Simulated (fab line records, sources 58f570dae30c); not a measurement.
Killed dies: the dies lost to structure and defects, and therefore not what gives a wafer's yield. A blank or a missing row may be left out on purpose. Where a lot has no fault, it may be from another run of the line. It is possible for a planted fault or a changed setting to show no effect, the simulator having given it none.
Which tool was responsible? :: flow berkeley_cmos170 :: Sampling: 14 lots, 42 wafers, 5 of 331 route steps

WHAT EACH GAUGE READ, for each wafer
UCB170_SILICIDE_RS_MEAS_02: the measuring method here is four-point-probe. Usual: SILICIDE_TI_RS gives 26.3 ohm/sq (standard deviation 0.35).
lot: L236
measured: day 6 11:53
on: film_metro-01
SILICIDE_TI_RS (ohm/sq): 26.3 26.8 26.4
flag: 

lot: L238
measured: day 6 22:08
on: film_metro-03
SILICIDE_TI_RS (ohm/sq): 26.2 25.6 25.9
flag: 

lot: L240
measured: day 7 02:03
on: film_metro-01
SILICIDE_TI_RS (ohm/sq): 26.5 26.3 26.8
flag: 

lot: L239
measured: day 7 02:27
on: film_metro-04
SILICIDE_TI_RS (ohm/sq): 25.8 26.0 25.6
flag: 

lot: L243
measured: day 7 19:30
on: film_metro-04
SILICIDE_TI_RS (ohm/sq): 26.3 26.0 26.0
flag: 

lot: L246
measured: day 9 02:58
on: film_metro-04
SILICIDE_TI_RS (ohm/sq): 22.6 22.7 22.5
flag: OFF

lot: L248
measured: day 9 20:09
on: film_metro-03
SILICIDE_TI_RS (ohm/sq): 22.6 22.7 22.6
flag: OFF

lot: L250
measured: day 9 20:37
on: film_metro-03
SILICIDE_TI_RS (ohm/sq): 26.6 26.3 26.8
flag: 

lot: L254
measured: day 10 18:25
on: film_metro-04
SILICIDE_TI_RS (ohm/sq): 26.0 26.1 25.9
flag: 

lot: L253
measured: day 10 18:53
on: film_metro-04
SILICIDE_TI_RS (ohm/sq): 26.8 26.1 26.7
flag: 

lot: L256
measured: day 11 10:16
on: film_metro-01
SILICIDE_TI_RS (ohm/sq): 26.4 26.5 26.1
flag: 

lot: L255
measured: day 11 11:01
on: film_metro-01
SILICIDE_TI_RS (ohm/sq): 25.8 26.1 26.2
flag: 

lot: L258
measured: day 11 11:23
on: film_metro-03
SILICIDE_TI_RS (ohm/sq): 26.4 26.1 26.0
flag: 

lot: L259
measured: day 12 16:20
on: film_metro-01
SILICIDE_TI_RS (ohm/sq): 26.6 26.6 26.2
flag: 

UCB170_SILICIDE_THK_MEAS_03: measures by xrf. Usual: SILICIDE_TI_THK gives 29.6 nm (standard deviation 0.37).
lot: L236
measured: day 6 11:59
on: film_metro-01
SILICIDE_TI_THK (nm): 29.5 29.1 29.3
flag: 

lot: L238
measured: day 6 22:14
on: film_metro-03
SILICIDE_TI_THK (nm): 29.4 29.9 29.6
flag: 

lot: L240
measured: day 7 02:10
on: film_metro-01
SILICIDE_TI_THK (nm): 29.4 29.6 29.3
flag: 

lot: L239
measured: day 7 02:34
on: film_metro-04
SILICIDE_TI_THK (nm): 30.2 30.0 30.3
flag: 

lot: L243
measured: day 7 19:37
on: film_metro-04
SILICIDE_TI_THK (nm): 29.8 29.9 30.0
flag: 

lot: L246
measured: day 9 03:04
on: film_metro-04
SILICIDE_TI_THK (nm): 33.8 33.8 33.9
flag: OFF

lot: L248
measured: day 9 20:14
on: film_metro-03
SILICIDE_TI_THK (nm): 33.3 33.1 33.3
flag: OFF

lot: L250
measured: day 9 20:43
on: film_metro-03
SILICIDE_TI_THK (nm): 28.9 29.1 28.8
flag: 

lot: L254
measured: day 10 18:31
on: film_metro-04
SILICIDE_TI_THK (nm): 29.8 29.7 29.9
flag: 

lot: L253
measured: day 10 19:00
on: film_metro-04
SILICIDE_TI_THK (nm): 29.2 29.7 29.2
flag: 

lot: L256
measured: day 11 10:23
on: film_metro-01
SILICIDE_TI_THK (nm): 29.6 29.4 29.7
flag: 

lot: L255
measured: day 11 11:07
on: film_metro-01
SILICIDE_TI_THK (nm): 30.1 29.7 29.7
flag: 

lot: L258
measured: day 11 11:29
on: film_metro-03
SILICIDE_TI_THK (nm): 29.3 29.5 29.7
flag: 

lot: L259
measured: day 12 16:26
on: film_metro-01
SILICIDE_TI_THK (nm): 29.5 29.3 29.8
flag: 

EACH LOT AND THE TOOL THAT RAN IT (in order: tool; ch and the chambers of the sampled wafers; start)
lot: L236
UCB170_PLDD_STRIP_10: plasma_asher-01 ch 0,1, day 6 03:09
UCB170_PSD_STRIP_09: plasma_asher-04 ch 0,1, day 6 08:14
UCB170_SILICIDE_SPUTTER_01: pvd_sputter-03, day 6 11:49

lot: L238
UCB170_PLDD_STRIP_10: plasma_asher-04 ch 0,1, day 6 09:53
UCB170_PSD_STRIP_09: plasma_asher-02 ch 0,1, day 6 16:14
UCB170_SILICIDE_SPUTTER_01: pvd_sputter-03, day 6 22:05

lot: L240
UCB170_PLDD_STRIP_10: plasma_asher-01 ch 0,1, day 6 14:10
UCB170_PSD_STRIP_09: plasma_asher-02 ch 0,1, day 6 22:38
UCB170_SILICIDE_SPUTTER_01: pvd_sputter-01, day 7 02:01

lot: L239
UCB170_PLDD_STRIP_10: plasma_asher-03 ch 0,1, day 6 14:28
UCB170_PSD_STRIP_09: plasma_asher-04 ch 1, day 6 22:55
UCB170_SILICIDE_SPUTTER_01: pvd_sputter-03, day 7 02:25

lot: L243
UCB170_PLDD_STRIP_10: plasma_asher-04 ch 0,1, day 7 05:56
UCB170_PSD_STRIP_09: plasma_asher-02 ch 0,1, day 7 16:04
UCB170_SILICIDE_SPUTTER_01: pvd_sputter-01, day 7 19:28

lot: L246
UCB170_PLDD_STRIP_10: plasma_asher-03 ch 0,1, day 8 12:20
UCB170_PSD_STRIP_09: plasma_asher-03 ch 0,1, day 8 23:35
UCB170_SILICIDE_SPUTTER_01: pvd_sputter-03, day 9 02:54

lot: L248
UCB170_PLDD_STRIP_10: plasma_asher-03 ch 0,1, day 9 05:13
UCB170_PSD_STRIP_09: plasma_asher-03 ch 0,1, day 9 16:31
UCB170_SILICIDE_SPUTTER_01: pvd_sputter-03, day 9 20:03

lot: L250
UCB170_PLDD_STRIP_10: plasma_asher-03 ch 0,1, day 9 05:44
UCB170_PSD_STRIP_09: plasma_asher-03 ch 0,1, day 9 16:53
UCB170_SILICIDE_SPUTTER_01: pvd_sputter-02, day 9 20:32

lot: L254
UCB170_PLDD_STRIP_10: plasma_asher-01 ch 0,1, day 10 04:51
UCB170_PSD_STRIP_09: plasma_asher-04 ch 0,1, day 10 13:09
UCB170_SILICIDE_SPUTTER_01: pvd_sputter-01, day 10 18:20

lot: L253
UCB170_PLDD_STRIP_10: plasma_asher-01 ch 0,1, day 10 05:18
UCB170_PSD_STRIP_09: plasma_asher-03 ch 0,1, day 10 13:14
UCB170_SILICIDE_SPUTTER_01: pvd_sputter-02, day 10 18:50

lot: L256
UCB170_PLDD_STRIP_10: plasma_asher-03 ch 0,1, day 10 17:29
UCB170_PSD_STRIP_09: plasma_asher-04 ch 0,1, day 11 07:01
UCB170_SILICIDE_SPUTTER_01: pvd_sputter-02, day 11 10:14

lot: L255
UCB170_PLDD_STRIP_10: plasma_asher-03 ch 0,1, day 10 17:57
UCB170_PSD_STRIP_09: plasma_asher-03 ch 0,1, day 11 07:16
UCB170_SILICIDE_SPUTTER_01: pvd_sputter-01, day 11 10:58

lot: L258
UCB170_PLDD_STRIP_10: plasma_asher-04 ch 0,1, day 10 23:43
UCB170_PSD_STRIP_09: plasma_asher-04 ch 0,1, day 11 07:25
UCB170_SILICIDE_SPUTTER_01: pvd_sputter-02, day 11 11:19

lot: L259
UCB170_PLDD_STRIP_10: plasma_asher-03 ch 0,1, day 11 23:29
UCB170_PSD_STRIP_09: plasma_asher-03 ch 0,1, day 12 12:25
UCB170_SILICIDE_SPUTTER_01: pvd_sputter-01, day 12 16:15
- UCB170_PLDD_STRIP_10: strips in O2.
- UCB170_PSD_STRIP_09: strips in O2.
- UCB170_SILICIDE_SPUTTER_01: material Ti, target thk 30 nm, time 25 s.

WHAT THE TOOLS THEMSELVES READ (means of the sampled wafers that have a number; where no wafer has one, the mark that the record gives instead)
UCB170_PLDD_STRIP_10. Usual: drypump_motor_current_A 5.6 A, standard deviation 0.52; oes_product_au 0.734 a.u., standard deviation 0.0045; strip_time_to_endpoint_s 21.63 s, standard deviation 0.062.
lot: L236
tool: plasma_asher-01
drypump_motor_current_A (A): 5.0
oes_product_au (a.u.): 0.734
strip_time_to_endpoint_s (s): 21.61
flag: 

lot: L238
tool: plasma_asher-04
drypump_motor_current_A (A): 5.9
oes_product_au (a.u.): 0.734
strip_time_to_endpoint_s (s): 21.60
flag: 

lot: L240
tool: plasma_asher-01
drypump_motor_current_A (A): 5.0
oes_product_au (a.u.): 0.735
strip_time_to_endpoint_s (s): 21.63
flag: 

lot: L239
tool: plasma_asher-03
drypump_motor_current_A (A): 5.8
oes_product_au (a.u.): 0.736
strip_time_to_endpoint_s (s): 21.61
flag: 

lot: L243
tool: plasma_asher-04
drypump_motor_current_A (A): 5.4
oes_product_au (a.u.): 0.735
strip_time_to_endpoint_s (s): 21.59
flag: 

lot: L246
tool: plasma_asher-03
drypump_motor_current_A (A): 6.0
oes_product_au (a.u.): 0.734
strip_time_to_endpoint_s (s): 21.66
flag: 

lot: L248
tool: plasma_asher-03
drypump_motor_current_A (A): 6.0
oes_product_au (a.u.): 0.730
strip_time_to_endpoint_s (s): 21.66
flag: 

lot: L250
tool: plasma_asher-03
drypump_motor_current_A (A): 6.0
oes_product_au (a.u.): 0.734
strip_time_to_endpoint_s (s): 21.64
flag: 

lot: L254
tool: plasma_asher-01
drypump_motor_current_A (A): 5.0
oes_product_au (a.u.): 0.735
strip_time_to_endpoint_s (s): 21.63
flag: 

lot: L253
tool: plasma_asher-01
drypump_motor_current_A (A): 5.0
oes_product_au (a.u.): 0.738
strip_time_to_endpoint_s (s): 21.64
flag: 

lot: L256
tool: plasma_asher-03
drypump_motor_current_A (A): 5.9
oes_product_au (a.u.): 0.733
strip_time_to_endpoint_s (s): 21.67
flag: 

lot: L255
tool: plasma_asher-03
drypump_motor_current_A (A): 5.8
oes_product_au (a.u.): 0.732
strip_time_to_endpoint_s (s): 21.54
flag: 

lot: L258
tool: plasma_asher-04
drypump_motor_current_A (A): 5.4
oes_product_au (a.u.): 0.732
strip_time_to_endpoint_s (s): 21.67
flag: 

lot: L259
tool: plasma_asher-03
drypump_motor_current_A (A): 5.8
oes_product_au (a.u.): 0.734
strip_time_to_endpoint_s (s): 21.59
flag: 

UCB170_PSD_STRIP_09. Usual: drypump_motor_current_A 5.8 A, standard deviation 0.54; oes_product_au 0.600 a.u., standard deviation 0.0048; strip_time_to_endpoint_s 29.43 s, standard deviation 0.068.
lot: L236
tool: plasma_asher-04
drypump_motor_current_A (A): 5.9
oes_product_au (a.u.): 0.602
strip_time_to_endpoint_s (s): 29.38
flag: 

lot: L238
tool: plasma_asher-02
drypump_motor_current_A (A): 6.1
oes_product_au (a.u.): 0.602
strip_time_to_endpoint_s (s): 29.52
flag: 

lot: L240
tool: plasma_asher-02
drypump_motor_current_A (A): 5.7
oes_product_au (a.u.): 0.599
strip_time_to_endpoint_s (s): 29.43
flag: 

lot: L239
tool: plasma_asher-04
drypump_motor_current_A (A): 6.4
oes_product_au (a.u.): 0.600
strip_time_to_endpoint_s (s): 29.31
flag: 

lot: L243
tool: plasma_asher-02
drypump_motor_current_A (A): 5.6
oes_product_au (a.u.): 0.600
strip_time_to_endpoint_s (s): 29.43
flag: 

lot: L246
tool: plasma_asher-03
drypump_motor_current_A (A): 6.0
oes_product_au (a.u.): 0.602
strip_time_to_endpoint_s (s): 29.44
flag: 

lot: L248
tool: plasma_asher-03
drypump_motor_current_A (A): 5.8
oes_product_au (a.u.): 0.601
strip_time_to_endpoint_s (s): 29.34
flag: 

lot: L250
tool: plasma_asher-03
drypump_motor_current_A (A): 6.0
oes_product_au (a.u.): 0.598
strip_time_to_endpoint_s (s): 29.46
flag: 

lot: L254
tool: plasma_asher-04
drypump_motor_current_A (A): 5.4
oes_product_au (a.u.): 0.598
strip_time_to_endpoint_s (s): 29.45
flag: 

lot: L253
tool: plasma_asher-03
drypump_motor_current_A (A): 5.9
oes_product_au (a.u.): 0.596
strip_time_to_endpoint_s (s): 29.52
flag: 

lot: L256
tool: plasma_asher-04
drypump_motor_current_A (A): 5.4
oes_product_au (a.u.): 0.600
strip_time_to_endpoint_s (s): 29.45
flag: 

lot: L255
tool: plasma_asher-03
drypump_motor_current_A (A): 5.8
oes_product_au (a.u.): 0.600
strip_time_to_endpoint_s (s): 29.41
flag: 

lot: L258
tool: plasma_asher-04
drypump_motor_current_A (A): 5.4
oes_product_au (a.u.): 0.606
strip_time_to_endpoint_s (s): 29.47
flag: 

lot: L259
tool: plasma_asher-03
drypump_motor_current_A (A): 5.9
oes_product_au (a.u.): 0.597
strip_time_to_endpoint_s (s): 29.47
flag: 

UCB170_SILICIDE_SPUTTER_01. Usual: 29.8 % for throttle_valve_pct, sd 1.3.
lot: L236
tool: pvd_sputter-03
throttle_valve_pct (%): 30.6
flag: 

lot: L238
tool: pvd_sputter-03
throttle_valve_pct (%): 29.5
flag: 

lot: L240
tool: pvd_sputter-01
throttle_valve_pct (%): 29.5
flag: 

lot: L239
tool: pvd_sputter-03
throttle_valve_pct (%): 29.3
flag: 

lot: L243
tool: pvd_sputter-01
throttle_valve_pct (%): 29.1
flag: 

lot: L246
tool: pvd_sputter-03
throttle_valve_pct (%): 29.2
flag: 

lot: L248
tool: pvd_sputter-03
throttle_valve_pct (%): 30.9
flag: 

lot: L250
tool: pvd_sputter-02
throttle_valve_pct (%): 29.1
flag: 

lot: L254
tool: pvd_sputter-01
throttle_valve_pct (%): 29.1
flag: 

lot: L253
tool: pvd_sputter-02
throttle_valve_pct (%): 29.2
flag: 

lot: L256
tool: pvd_sputter-02
throttle_valve_pct (%): 30.0
flag: 

lot: L255
tool: pvd_sputter-01
throttle_valve_pct (%): 29.0
flag: 

lot: L258
tool: pvd_sputter-02
throttle_valve_pct (%): 29.5
flag: 

lot: L259
tool: pvd_sputter-01
throttle_valve_pct (%): 29.8
flag: 

THE ANSWER, worked out from the rows above alone
Rule: take the mean of a lot's wafers that have a number; if it is more than 3 standard deviations from the usual mean, the lot is off. A lot without any number at a reading at which 4 lots or more have one is off too. The other lots that the step has rows for count as sound. Order of review: gauges by route order, followed by the tools' own readings, for which a lot's mean as printed above is used. The first step at which some lot is off is used, and at that step the reading that is off furthest; a lot without a number counts as furthest.
Off: L246, L248, seen at UCB170_SILICIDE_RS_MEAS_02 (SILICIDE_TI_RS).
A tool fits if, at a process step before that reading, it ran every lot that is off, and no sound lot after the first of them. Those tools and the gauges at UCB170_SILICIDE_RS_MEAS_02 are tried in the same way. One fits: pvd_sputter-03 at UCB170_SILICIDE_SPUTTER_01. A fault onset in the window from L239 (day 7 02:25, its last sound lot) to L246 (day 9 02:54, its first lot off) fits.

WHAT HAD BEEN PUT IN BY THE SIMULATOR
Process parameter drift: pvd_sputter-03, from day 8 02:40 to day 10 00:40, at UCB170_SILICIDE_SPUTTER_01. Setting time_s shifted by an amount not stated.
Shown lots that were struck: L246, L248. The rule given above showed the same thing.
